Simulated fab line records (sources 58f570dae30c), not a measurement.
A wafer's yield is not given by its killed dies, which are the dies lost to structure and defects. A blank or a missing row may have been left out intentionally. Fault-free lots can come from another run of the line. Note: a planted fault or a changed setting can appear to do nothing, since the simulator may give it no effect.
What tool caused it?    flow berkeleyCmos170    Sampling: 7 lots, 21 wafers, 3 of 331 route steps

== WHAT THE GAUGES SHOWED, per wafer ==
UCB170_M3_CD_MEAS_15 targets a cd of 700 nm.
lot   measured      on        cdNm (nm)
L463  day 9 17:08   cdSem-02  697.9 699.1 697.4
L467  day 9 17:18   cdSem-02  700.5 700.8 700.3
L469  day 10 13:04  cdSem-01  700.5 700.6 700.5
L481  day 12 19:12  cdSem-02  699.0 698.7 698.5
L484  day 13 03:00  cdSem-01  699.8 699.9 698.5
L485  day 13 10:56  cdSem-01  701.2 701.7 701.4

== WHICH TOOL RAN EACH LOT (tool, then ch and the chambers of the sampled wafers, then the start) ==
lot   UCB170_NWELL_DEVELOP_11          UCB170_V2_CMP_02
L463  lithoTrack-04 ch 0, day 2 16:00  cmp-01 ch 0,1,2, day 9 09:27
L467  lithoTrack-04 ch 0, day 3 14:00  cmp-02 ch 0,1,3, day 9 10:15
L469  lithoTrack-02 ch 0, day 4 03:00  cmp-01 ch 0,1,2, day 10 05:10
L471  lithoTrack-02, day 4 04:00       -
L481  lithoTrack-02 ch 0, day 6 08:00  cmp-01 ch 1,2,3, day 12 13:55
L484  lithoTrack-02 ch 0, day 7 01:00  cmp-02 ch 2,3, day 12 21:56
L485  lithoTrack-01 ch 0, day 7 08:00  cmp-01 ch 2,3, day 13 06:04
- UCB170_NWELL_DEVELOP_11: develop time 45 s.
- UCB170_V2_CMP_02: polishes SiO2.

== THE ANSWER, worked out from the rows above alone ==
Rule: what is usual is taken from the lots themselves. The widest of any qualifying gaps counts: lots, ordered by their means at a reading, are off when they make up no more than a third of the lots, leave a main group of 4 or more, and stand apart from it by 3 or more times the standard deviation of that group's means. If all means in a main group match to the digits the tables above print for the reading, that group is not used. Also off: a lot with no number at a reading for which 4 or more lots have one. The other lots that the step has rows for count as sound.
No lot is off on any of the readings shown, so nothing can be concluded from this.

== WHAT HAD BEEN PUT IN BY THE SIMULATOR ==
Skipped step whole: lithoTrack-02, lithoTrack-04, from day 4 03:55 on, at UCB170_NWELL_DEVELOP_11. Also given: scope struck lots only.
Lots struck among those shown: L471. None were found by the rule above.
